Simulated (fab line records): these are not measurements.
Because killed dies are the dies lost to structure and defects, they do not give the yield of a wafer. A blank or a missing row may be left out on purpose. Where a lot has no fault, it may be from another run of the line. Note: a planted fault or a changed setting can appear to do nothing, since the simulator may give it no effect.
8D (eight disciplines) problem report, filled in by code || flow rit_cmos || the parts of the form that need people (team, actions taken, sign-off) are left out

1. THE ISSUE
NSD_TW at RIT_NSD_TW_MEAS_10 reads a mean of 3540 on 6 wafers of 2 lots; wafers without a fault read 3143 with a standard deviation of 36. That puts it +11 standard deviations away from the usual mean.
Seen first at day 5 01:21 on film_metro-01, wafer L918.1. At this step, 42 wafers from 14 lots have a number in the record. Rule for "out", or "out of limits": more than 4 standard deviations from the usual mean. Any other wafer with a number is counted as sound.

2. WHAT IT IS; WHAT IT IS NOT
{"question": "which readings at this step", "is": "NSD_TW", "is not": "-"}
{"question": "which lots", "is": "L918, L921", "is not": "L909, L912, L913, L915, L916, L917, L920, L926, L927, L928, L929, L932"}
{"question": "which wafers of those lots", "is": "all that have a number", "is not": "-"}
{"question": "read on which gauges", "is": "film_metro-01", "is not": "film_metro-03, film_metro-04"}
{"question": "when", "is": "from day 5 01:21", "is not": "up to then (18 sound wafers); but 18 sound wafers of L920, L926, L927, L928, L929, L932 came after"}

3. WHAT RULES OUT EACH SUSPECT
Counting: a tool stays on the suspect list if, at a process step up to the reading, it processed all lots that are out and no sound lot following the first of them.
- the gauge at RIT_NSD_TW_MEAS_10 has been ruled out. All the wafers that are out were read on film_metro-01, but those of them that RIT_NSD_IMPLANT_08 has rows for are out there too, on other tools.
- implanter-02 at RIT_NSD_IMPLANT_08: kept. It ran every lot that is out, first L918 (day 5 01:01), and no sound lot after that; its last sound lot up to then is L916 (day 4 15:40). Out on those wafers are its own readings of dose_ions_cm2, faraday_current_uA.
Remaining after the count: implanter-02 at RIT_NSD_IMPLANT_08.

4. THE CAUSE (what the simulator had put in)
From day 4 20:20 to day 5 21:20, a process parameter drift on implanter-02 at RIT_NSD_IMPLANT_08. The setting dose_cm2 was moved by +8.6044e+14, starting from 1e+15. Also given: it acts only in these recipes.
The count eliminated every tool but this one.

5. THE CHAIN OF EFFECTS, in route order
Each row: a reading whose mean over the struck wafers that have a number lies more than 3 standard deviations from the usual. Only readings for which the record gives a usual standard deviation are gone through. hours: the time from each lot's start at the first step in this table that gives one to its start at this step, as a median over the lots. sigmas: the change in usual standard deviations.
{"hours": 0, "step": "RIT_NSD_IMPLANT_08", "reading": "dose_ions_cm2", "usual": 1.0001e+15, "on struck wafers": 1.8602e+15, "change": "+8.6013e+14", "sigmas": "+99 or more"}
{"hours": 0, "step": "RIT_NSD_IMPLANT_08", "reading": "end_station_pressure_torr", "usual": "7.5e-06 Torr", "on struck wafers": 9.9e-06, "change": "+2.4e-06", "sigmas": "+5.9"}
{"hours": 0, "step": "RIT_NSD_IMPLANT_08", "reading": "faraday_current_uA", "usual": 3128, "on struck wafers": 5793, "change": "+2665", "sigmas": "+40"}
{"hours": 0, "step": "RIT_NSD_TW_MEAS_10", "reading": "NSD_TW", "usual": 3143, "on struck wafers": 3540, "change": "+397", "sigmas": "+11"}
{"hours": 3, "step": "RIT_SDANNEAL_RS_MEAS_05", "reading": "NSD_RS", "usual": "84.5 ohm/sq", "on struck wafers": 54.2, "change": -30.2, "sigmas": -92}
It contains these process steps:
- RIT_NSD_IMPLANT_08
Later steps that measure or inspect, where all struck wafers having a row at the step show a number for every such reading and not one has moved that far: RIT_PSD_TW_MEAS_10.

6. WHAT WOULD HAVE CAUGHT IT SOONER
Counted from the fault's start at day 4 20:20, it took 5 hours until the first out-of-limits reading at a measuring or inspecting step in this record, taken at day 5 01:21.
At RIT_NSD_IMPLANT_08, the tool's own readings (dose_ions_cm2, faraday_current_uA) were out on each struck wafer the step has a row for, so an alarm limit on them would have fired on the first such wafer.
L921, from the lots that are out (2), started RIT_NSD_IMPLANT_08 on implanter-02 later than day 5 01:21. A hold on the tool at that time would have spared it.
